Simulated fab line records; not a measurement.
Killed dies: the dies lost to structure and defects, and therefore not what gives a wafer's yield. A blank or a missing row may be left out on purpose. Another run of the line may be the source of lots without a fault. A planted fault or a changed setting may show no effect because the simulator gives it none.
Which tool was responsible? :: flow berkeley_cmos170 :: 7 lots, 21 wafers sampled, at 3 steps of a route of 331

## WHAT THE GAUGES SHOWED, per wafer
UCB170_NLDD_TW_MEAS_11.
lot: L396
measured: day 7 21:44
on: film_metro-01
NLDD_TW: 2183 2191 2178

lot: L394
measured: day 7 22:56
on: film_metro-04
NLDD_TW: 2250 2251 2242

lot: L399
measured: day 8 08:56
on: film_metro-04
NLDD_TW: 2219 2224 2223

lot: L402
measured: day 9 03:55
on: film_metro-04
NLDD_TW: 2219 2222 2224

lot: L408
measured: day 9 18:37
on: film_metro-01
NLDD_TW: 2092 2078 2087

lot: L412
measured: day 11 02:08
on: film_metro-03
NLDD_TW: 2215 2211 2211

lot: L414
measured: day 11 17:11
on: film_metro-04
NLDD_TW: 2247 2250 2233

## EACH LOT AND THE TOOL THAT RAN IT (in order: tool; ch and the chambers of the sampled wafers; start)
lot: L396
UCB170_PVT_STRIP_08: plasma_asher-04 ch 0, day 7 03:08
UCB170_NLDD_IMPLANT_08: implanter-04 ch 0, day 7 21:20

lot: L394
UCB170_PVT_STRIP_08: plasma_asher-03 ch 0,1, day 7 06:40
UCB170_NLDD_IMPLANT_08: implanter-03 ch 0, day 7 22:33

lot: L399
UCB170_PVT_STRIP_08: plasma_asher-03 ch 0,1, day 7 10:56
UCB170_NLDD_IMPLANT_08: implanter-04 ch 0, day 8 08:32

lot: L402
UCB170_PVT_STRIP_08: plasma_asher-02 ch 0,1, day 8 10:13
UCB170_NLDD_IMPLANT_08: implanter-03 ch 0, day 9 03:31

lot: L408
UCB170_PVT_STRIP_08: plasma_asher-02 ch 0,1, day 9 01:50
UCB170_NLDD_IMPLANT_08: implanter-04 ch 0, day 9 18:13

lot: L412
UCB170_PVT_STRIP_08: plasma_asher-03 ch 0,1, day 10 08:37
UCB170_NLDD_IMPLANT_08: implanter-03 ch 0, day 11 01:46

lot: L414
UCB170_PVT_STRIP_08: plasma_asher-02 ch 1, day 10 23:08
UCB170_NLDD_IMPLANT_08: implanter-02 ch 0, day 11 16:48
- UCB170_PVT_STRIP_08: strips in O2.
- UCB170_NLDD_IMPLANT_08

## THE ANSWER, worked out from the rows above alone
Rule: the usual values come from the lots themselves. The widest of any qualifying gaps counts: lots, ordered by their means at a reading, are off when they make up no more than a third of the lots, leave a main group of 4 or more, and stand apart from it by 3 or more times the standard deviation of that group's means. Not used: any main group whose means are identical at the precision the tables above print for the reading. Also off: a lot with no number at a reading for which 4 or more lots have one. Any other lot the step has rows for is counted as sound.
Off: L408, seen at UCB170_NLDD_TW_MEAS_11 (NLDD_TW). The main group has a mean of 2222 with a standard deviation of 21.
If a tool, at a process step before that reading, ran all the lots that are off and no sound lot after the first of them, it fits. Those tools and the gauges at UCB170_NLDD_TW_MEAS_11 are tried in the same way. 2 tools fit, implanter-04 at UCB170_NLDD_IMPLANT_08 and film_metro-01 at UCB170_NLDD_TW_MEAS_11, so this cannot tell which one it is.

## WHAT THE SIMULATOR PUT IN
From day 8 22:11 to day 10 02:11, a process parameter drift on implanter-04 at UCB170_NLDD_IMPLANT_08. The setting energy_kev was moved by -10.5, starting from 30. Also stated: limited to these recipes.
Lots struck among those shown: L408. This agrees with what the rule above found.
